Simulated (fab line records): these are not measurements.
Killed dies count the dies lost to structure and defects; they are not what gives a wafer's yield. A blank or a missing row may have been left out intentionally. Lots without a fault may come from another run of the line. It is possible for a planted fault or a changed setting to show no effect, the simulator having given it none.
fab line records :: flow rit-cmos
[record]
  lots = 15
  wafers = 45
  last-day = 7
route steps=202 shown NSD@135
lots with no fault: from the same line, run without faults
start-h: hours from the record's opening day to when the first of the lot's shown wafers began :: wait-h: hours since the lot's step before :: " the same as in the row above :: L1.1+2: a single row standing in for several wafers :: - value missing, or start not given :: * or withheld: withheld :: < > ~ a bound
route shown NAME@n: a module of which the file shows steps, and the number in the route of the first :: usual: the fault-free wafers' mean and standard deviation :: same: alike in all rows :: chamber/n: place in a boat :: sites: per-site readings :: _std_site: standard deviation of those values :: _edge_site: outer sites' mean less inner sites' :: radius-mm: how far each site lies from the wafer's centre :: mask NAME#n: copy n :: behind: the tool/chamber that last shaped the wafer :: hold: what put the lot on hold/how long, in hours/how the hold closed :: device: whichever transistor did not switch (one of n, p or np) :: end of line: tests run on the same wafers once the route is complete :: a step without rows: its recipe alone :: killed: dies lost to structure and defects at the first sort, not the wafer's yield :: map: the dies of a wafer, with x for killed, . for not killed, _ for no die there
set.NAME: the run value of the setting; set.NAME@STEP: its run value at that earlier step :: model.NAME: the simulator's own value behind a step, which no gauge read
steps of the route over a sample of lots; a table a step, a row a wafer
[[steps]]
[step RIT_NSD_PEB_04]
[recipe]
  resist = NOVOLAK
  temp-c = withheld
  time-s = withheld
[usual]
  chill-plate-temp-C = *
  exhaust-pa = 45.2/0.81
lot.wafer: L985.1
tool: litho-track-04
chamber: 0
start-h: 57.62
wait-h: 0.1
chill-plate-temp-C: *
exhaust-pa: 45.4

lot.wafer: L985.4
tool: litho-track-04
chamber: 0
start-h: 57.62
wait-h: 0.1
chill-plate-temp-C: *
exhaust-pa: 45.8

lot.wafer: L985.5
tool: litho-track-04
chamber: 0
start-h: 57.62
wait-h: 0.1
chill-plate-temp-C: *
exhaust-pa: 45.1

lot.wafer: L986.1
tool: litho-track-04
chamber: 0
start-h: 59.30
wait-h: 0.1
chill-plate-temp-C: *
exhaust-pa: 45.0

lot.wafer: L986.3
tool: litho-track-04
chamber: 0
start-h: 59.30
wait-h: 0.1
chill-plate-temp-C: *
exhaust-pa: 45.3

lot.wafer: L986.6
tool: litho-track-04
chamber: 0
start-h: 59.30
wait-h: 0.1
chill-plate-temp-C: *
exhaust-pa: 44.7

lot.wafer: L987.3
tool: litho-track-04
chamber: 0
start-h: 63.48
wait-h: 0.1
chill-plate-temp-C: *
exhaust-pa: 46.1

lot.wafer: L987.4
tool: litho-track-04
chamber: 0
start-h: 63.48
wait-h: 0.1
chill-plate-temp-C: *
exhaust-pa: 45.3

lot.wafer: L987.5
tool: litho-track-04
chamber: 0
start-h: 63.48
wait-h: 0.1
chill-plate-temp-C: *
exhaust-pa: 46.1

lot.wafer: L989.1
tool: litho-track-04
chamber: 0
start-h: 75.16
wait-h: 0.1
chill-plate-temp-C: *
exhaust-pa: 45.1

lot.wafer: L989.2
tool: litho-track-04
chamber: 0
start-h: 75.16
wait-h: 0.1
chill-plate-temp-C: *
exhaust-pa: 46.6

lot.wafer: L989.3
tool: litho-track-04
chamber: 0
start-h: 75.16
wait-h: 0.1
chill-plate-temp-C: *
exhaust-pa: 45.5

lot.wafer: L990.1
tool: litho-track-02
chamber: 0
start-h: 75.68
wait-h: 0.1
chill-plate-temp-C: *
exhaust-pa: 44.7

lot.wafer: L990.3
tool: litho-track-02
chamber: 0
start-h: 75.68
wait-h: 0.1
chill-plate-temp-C: *
exhaust-pa: 46.1

lot.wafer: L990.4
tool: litho-track-02
chamber: 0
start-h: 75.68
wait-h: 0.1
chill-plate-temp-C: *
exhaust-pa: 44.4

lot.wafer: L992.3
tool: litho-track-03
chamber: 0
start-h: 90.61
wait-h: 0.1
chill-plate-temp-C: *
exhaust-pa: 45.4

lot.wafer: L992.5
tool: litho-track-03
chamber: 0
start-h: 90.61
wait-h: 0.1
chill-plate-temp-C: *
exhaust-pa: 44.4

lot.wafer: L992.6
tool: litho-track-03
chamber: 0
start-h: 90.61
wait-h: 0.1
chill-plate-temp-C: *
exhaust-pa: 45.1

lot.wafer: L993.1
tool: litho-track-04
chamber: 0
start-h: 91.79
wait-h: 0.1
chill-plate-temp-C: *
exhaust-pa: 44.5

lot.wafer: L993.2
tool: litho-track-04
chamber: 0
start-h: 91.79
wait-h: 0.1
chill-plate-temp-C: *
exhaust-pa: 44.9

lot.wafer: L993.3
tool: litho-track-04
chamber: 0
start-h: 91.79
wait-h: 0.1
chill-plate-temp-C: *
exhaust-pa: 44.4

lot.wafer: L995.2
tool: litho-track-04
chamber: 0
start-h: 103.10
wait-h: 0.1
chill-plate-temp-C: *
exhaust-pa: 45.7

lot.wafer: L995.3
tool: litho-track-04
chamber: 0
start-h: 103.10
wait-h: 0.1
chill-plate-temp-C: *
exhaust-pa: 46.0

lot.wafer: L995.4
tool: litho-track-04
chamber: 0
start-h: 103.10
wait-h: 0.1
chill-plate-temp-C: *
exhaust-pa: 45.1

lot.wafer: L996.1
tool: litho-track-03
chamber: 0
start-h: 106.10
wait-h: 0.1
chill-plate-temp-C: *
exhaust-pa: 45.6

lot.wafer: L996.3
tool: litho-track-03
chamber: 0
start-h: 106.10
wait-h: 0.1
chill-plate-temp-C: *
exhaust-pa: 45.9

lot.wafer: L996.4
tool: litho-track-03
chamber: 0
start-h: 106.10
wait-h: 0.1
chill-plate-temp-C: *
exhaust-pa: 45.9

lot.wafer: L998.2
tool: litho-track-02
chamber: 0
start-h: 121.55
wait-h: 0.1
chill-plate-temp-C: *
exhaust-pa: 45.5

lot.wafer: L998.5
tool: litho-track-02
chamber: 0
start-h: 121.55
wait-h: 0.1
chill-plate-temp-C: *
exhaust-pa: 46.3

lot.wafer: L998.6
tool: litho-track-02
chamber: 0
start-h: 121.55
wait-h: 0.1
chill-plate-temp-C: *
exhaust-pa: 46.7

lot.wafer: L103.2
tool: litho-track-04
chamber: 0
start-h: 145.18
wait-h: 0.1
chill-plate-temp-C: *
exhaust-pa: 45.4

lot.wafer: L103.5
tool: litho-track-04
chamber: 0
start-h: 145.18
wait-h: 0.1
chill-plate-temp-C: *
exhaust-pa: 45.6

lot.wafer: L103.6
tool: litho-track-04
chamber: 0
start-h: 145.18
wait-h: 0.1
chill-plate-temp-C: *
exhaust-pa: 46.0

lot.wafer: L105.1
tool: litho-track-04
chamber: -
start-h: 153.06
wait-h: 0.3
chill-plate-temp-C: -
exhaust-pa: -

lot.wafer: L105.5
tool: litho-track-04
chamber: -
start-h: 153.06
wait-h: 0.3
chill-plate-temp-C: -
exhaust-pa: -

lot.wafer: L105.6
tool: litho-track-04
chamber: -
start-h: 153.06
wait-h: 0.3
chill-plate-temp-C: -
exhaust-pa: -

lot.wafer: L106.2
tool: litho-track-02
chamber: -
start-h: 157.35
wait-h: 0.1
chill-plate-temp-C: -
exhaust-pa: -

lot.wafer: L106.5
tool: litho-track-02
chamber: -
start-h: 157.35
wait-h: 0.1
chill-plate-temp-C: -
exhaust-pa: -

lot.wafer: L106.6
tool: litho-track-02
chamber: -
start-h: 157.35
wait-h: 0.1
chill-plate-temp-C: -
exhaust-pa: -

lot.wafer: L107.1
tool: litho-track-03
chamber: -
start-h: 160.30
wait-h: 0.1
chill-plate-temp-C: -
exhaust-pa: -

lot.wafer: L107.2
tool: litho-track-03
chamber: -
start-h: 160.30
wait-h: 0.1
chill-plate-temp-C: -
exhaust-pa: -

lot.wafer: L107.4
tool: litho-track-03
chamber: -
start-h: 160.30
wait-h: 0.1
chill-plate-temp-C: -
exhaust-pa: -

lot.wafer: L108.4
tool: litho-track-02
chamber: 0
start-h: 165.33
wait-h: 0.1
chill-plate-temp-C: *
exhaust-pa: 46.0

lot.wafer: L108.5
tool: litho-track-02
chamber: 0
start-h: 165.33
wait-h: 0.1
chill-plate-temp-C: *
exhaust-pa: 44.3

lot.wafer: L108.6
tool: litho-track-02
chamber: 0
start-h: 165.33
wait-h: 0.1
chill-plate-temp-C: *
exhaust-pa: 45.6
[[key]]
[first-sign]
  step = RIT_NSD_PEB_04
  reading = tool-record
  direction = missing
effect none on later readings
met-at RIT_NSD_PEB_04
struck-lots L105,L106,L107
sort-left-out L105.1,L105.5,L105.6,L106.2,L106.5,L106.6,L107.1,L107.2,L107.4
tester-left-out L105,L106,L107
onset-between 145.18 153.06
[fault]
  kind = skipped-step-whole
  tool = litho-track-02,litho-track-03,litho-track-04
  chamber = -
  onset-h = 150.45
  steps = RIT_NSD_PEB_04
  scope = struck-lots-only
// tester-left-out: of these lots the tester's yield and bins aren't shown, on N5 and GAA mostly nor the transistor test; their killed dies are dies lost to structure and defects alone, not to doping, threshold or leakage, so they don't give the yield
// sort-left-out: the simulated sort isn't trusted on such a fault, so these wafers' sort isn't shown, and their yield isn't known
